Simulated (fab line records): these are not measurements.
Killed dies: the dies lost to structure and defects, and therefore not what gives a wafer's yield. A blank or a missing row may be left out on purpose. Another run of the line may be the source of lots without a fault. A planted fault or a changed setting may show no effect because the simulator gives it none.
Split-lot experiment    flow rit_cmos    23 wafers read across 5 lots, on a route 202 steps long

## SPLIT DETAILS
At RIT_ACTIVE_CVD_03 (deposits Si3N4 from SiH2Cl2/NH3, target thk 150 nm, time 1500 s), the setting time_s was moved away from the recipe's 1500 s on 20 of the 23 wafers read, by -12.7% to +10.3%. The other wafers ran this setting at the recipe's value.

## FROM THE SPLIT ON TO THE READING: in between, the file shows 1 step
- RIT_ACTIVE_THK_MEAS_04

## THE READING
oes_product_au, in a.u., at RIT_ACTIVE_ETCH_13 (etches Si3N4 in SF6, stops on SiO2, time 210 s, target depth 210 nm). On this fab line, fault-free wafers typically give 0.818 a.u. with a standard deviation of 0.013 a.u.

wafer   tool, chamber at the split  time_s as run, s  against the recipe  oes_product_au, a.u.  against lot-mates on the recipe
L074.1  -, -                        1624              +8.3%               0.853                 no lot-mate on the recipe
L074.2  -, -                        1624              +8.3%               0.858                 no lot-mate on the recipe
L074.3  -, -                        1624              +8.3%               0.851                 no lot-mate on the recipe
L074.4  -, -                        1624              +8.3%               0.857                 no lot-mate on the recipe
L074.5  -, -                        1624              +8.3%               0.855                 no lot-mate on the recipe
L079.1  -, -                        1654              +10.3%              0.867                 no lot-mate on the recipe
L079.2  -, -                        1654              +10.3%              0.874                 no lot-mate on the recipe
L079.3  -, -                        1654              +10.3%              0.841                 no lot-mate on the recipe
L079.4  -, -                        1654              +10.3%              0.863                 no lot-mate on the recipe
L079.5  -, -                        1654              +10.3%              0.873                 no lot-mate on the recipe
L081.1  lpcvd-01, 1                 1500              recipe              0.812                 -
L081.5  lpcvd-01, 1                 1500              recipe              0.821                 -
L081.6  lpcvd-01, 1                 1500              recipe              0.825                 -
L082.1  -, -                        1310              -12.7%              0.764                 no lot-mate on the recipe
L082.2  -, -                        1310              -12.7%              0.770                 no lot-mate on the recipe
L082.3  -, -                        1310              -12.7%              0.752                 no lot-mate on the recipe
L082.4  -, -                        1310              -12.7%              0.781                 no lot-mate on the recipe
L082.6  -, -                        1310              -12.7%              0.788                 no lot-mate on the recipe
L085.1  -, -                        1640              +9.3%               0.863                 no lot-mate on the recipe
L085.2  -, -                        1640              +9.3%               0.876                 no lot-mate on the recipe
L085.3  -, -                        1640              +9.3%               0.875                 no lot-mate on the recipe
L085.5  -, -                        1640              +9.3%               0.879                 no lot-mate on the recipe
L085.6  -, -                        1640              +9.3%               0.855                 no lot-mate on the recipe

FIT RESULTS
A straight line over all 23 wafers: oes_product_au changes by +0.0042 a.u. for each +1% of time_s; r = +0.96; the points scatter about the line by 0.011 a.u.
Too few moved wafers have a lot-mate on the recipe to fit a line with each lot's own level taken away.

## THE WHOLE CHAIN: every reading that the file lists as answering this split, in the file's order
step                    what it does                                                         reading                                                                         change (the file's fit)                    r (the file's)
RIT_ACTIVE_CVD_03       deposits Si3N4 from SiH2Cl2/NH3, target thk 150 nm, time 1500 s      Si3N4_of_ACTIVE_CVD_03.thk_nm (the simulator's own value, which no gauge read)  +1.52 nm for each +1% of the setting       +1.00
RIT_ACTIVE_THK_MEAS_04                                                                       ACTIVE_NITRIDE_THK                                                              +1.52 for each +1% of the setting          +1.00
RIT_ACTIVE_ETCH_13      etches Si3N4 in SF6, stops on SiO2, time 210 s, target depth 210 nm  oes_product_au                                                                  +0.00419 a.u. for each +1% of the setting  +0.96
RIT_ACTIVE_ETCH_13      etches Si3N4 in SF6, stops on SiO2, time 210 s, target depth 210 nm  ACTIVE.feature_depth_nm (the simulator's own value, which no gauge read)        +1.58 nm for each +1% of the setting       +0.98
RIT_ACTIVE_ETCH_13      etches Si3N4 in SF6, stops on SiO2, time 210 s, target depth 210 nm  etch.depth_nm (the simulator's own value, which no gauge read)                  +1.52 nm for each +1% of the setting       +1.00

## THE FILE'S OWN FIT
oes_product_au changes by +0.00419 a.u. for each +1% of time_s, r = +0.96.
